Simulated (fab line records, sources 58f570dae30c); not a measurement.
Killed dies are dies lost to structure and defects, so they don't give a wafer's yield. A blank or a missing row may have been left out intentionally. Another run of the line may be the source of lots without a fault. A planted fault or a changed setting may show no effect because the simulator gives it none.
Which tool did it?    flow berkeley_cmos170    Sampling: 7 lots, 21 wafers, 2 of 331 route steps

== WHAT THE GAUGES SHOWED, per wafer ==
UCB170_PWELL_TW_MEAS_17.
lot   measured     on             PWELL_TW
L666  day 3 11:56  film_metro-04  379.1 379.7 378.7
L668  day 4 01:16  film_metro-03  377.0 377.8 377.1
L672  day 4 10:49  film_metro-03  377.0 378.5 375.9
L675  day 5 13:34  film_metro-04  376.4 379.1 376.5
L676  day 5 17:27  film_metro-02  451.5 448.7 447.2
L678  day 6 04:34  film_metro-03  381.1 380.5 380.1
L679  day 6 16:04  film_metro-04  376.5 378.4 378.2

== TOOL THAT RAN EACH LOT (tool first, then ch and the chambers of the sampled wafers, then the start) ==
lot   UCB170_PWELL_IMPLANT_15
L666  implanter-02 ch 0, day 3 11:41
L668  implanter-03 ch 0, day 4 01:01
L672  implanter-04 ch 0, day 4 10:34
L675  implanter-03 ch 0, day 5 13:19
L676  implanter-03 ch 0, day 5 17:14
L678  implanter-04 ch 0, day 6 04:19
L679  implanter-04 ch 0, day 6 15:49
- UCB170_PWELL_IMPLANT_15

== THE ANSWER, worked out from the rows above alone ==
Rule: the lots themselves supply what counts as usual. Put in order of their means at a reading, lots are off if they are a third of the lots or fewer, leave a main group of 4 or more, and stand apart from it by a gap of 3 or more times the standard deviation of the main group's means; of several such gaps the widest counts. Not used: any main group whose means are identical at the precision the tables above print for the reading. A lot without any number at a reading at which 4 lots or more have one is off too. All remaining lots with rows at the step are treated as sound.
Off: L676, seen at UCB170_PWELL_TW_MEAS_17 (PWELL_TW). Main group: mean 378.2, sd 1.3.
If a tool, at a process step before that reading, ran all the lots that are off and no sound lot after the first of them, it fits. Gauges at UCB170_PWELL_TW_MEAS_17: tried the same way as those tools. 2 tools fit, implanter-03 at UCB170_PWELL_IMPLANT_15 and film_metro-02 at UCB170_PWELL_TW_MEAS_17, so this cannot tell which one it is.

== WHAT WAS PUT IN BY THE SIMULATOR ==
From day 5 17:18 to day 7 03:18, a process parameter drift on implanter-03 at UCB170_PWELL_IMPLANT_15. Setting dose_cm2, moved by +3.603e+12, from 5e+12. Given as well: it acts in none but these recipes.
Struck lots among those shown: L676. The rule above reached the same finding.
